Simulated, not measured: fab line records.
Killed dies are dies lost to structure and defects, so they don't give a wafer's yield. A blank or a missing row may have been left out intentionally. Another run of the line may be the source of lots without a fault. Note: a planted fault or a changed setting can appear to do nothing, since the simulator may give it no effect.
Matching of chambers | flow rit-cmos | RIT_FOX2_CLEAN_02 on wet-bench-03 has 4 sister chambers
The step cleans in dHF, time 176.3 s. 14 wafers are shown with their chamber, then 7 later ones without.

WAFERS WITH THEIR CHAMBER
wafer  | chamber | run-length-s (s)
L123.3 | 3       | 204.8
L123.5 | 3       | 204.8
L123.6 | 3       | 204.8
L125.2 | 3       | 204.2
L125.3 | 3       | 204.2
L125.6 | 3       | 204.2
L127.2 | 0       | 208.2
L127.3 | 0       | 208.2
L127.4 | 0       | 208.2
L141.1 | 1       | 205.9
L141.4 | 1       | 205.9
L141.5 | 1       | 205.9
L143.2 | 2       | 210.0
L143.5 | 2       | 210.0

SIGNATURES (means of the wafers above)
reading      | chamber 0 | chamber 1 | chamber 2 | chamber 3 | scatter within a chamber
run-length-s | 208.200   | 205.900   | 210.000   | 204.500   | 0.232
Rule: a wafer's distance from a chamber is the root of the sum, over the readings, of the square of ((its reading less the chamber's mean) divided by the reading's scatter). The wafer belongs to the nearest chamber; if the next one is less than 2 further off, it can't be placed. The scatter is the square root of a quotient: the sum, over the shown wafers, of each reading's squared deviation from its chamber's mean, divided by wafers minus chambers.

WAFERS WITHOUT THEIR CHAMBER
wafer  | run-length-s (s)
L143.6 | 210.0
L144.3 | 206.9
L144.4 | 206.9
L144.6 | 206.9
L145.1 | 206.7
L145.4 | 206.7
L145.6 | 206.7

WHICH CHAMBER EACH ONE RAN IN
wafer  | from the rows above     | in truth
L143.6 | 2                       | 2
L144.3 | can't be placed: 1 or 0 | 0
L144.4 | can't be placed: 1 or 0 | 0
L144.6 | can't be placed: 1 or 0 | 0
L145.1 | 1                       | 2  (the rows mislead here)
L145.4 | 1                       | 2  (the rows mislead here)
L145.6 | 1                       | 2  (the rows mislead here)
1 of 7 placed correctly. Not placeable from these rows: 3 (in 3, the candidates include the true chamber). Placed wrongly: 3.
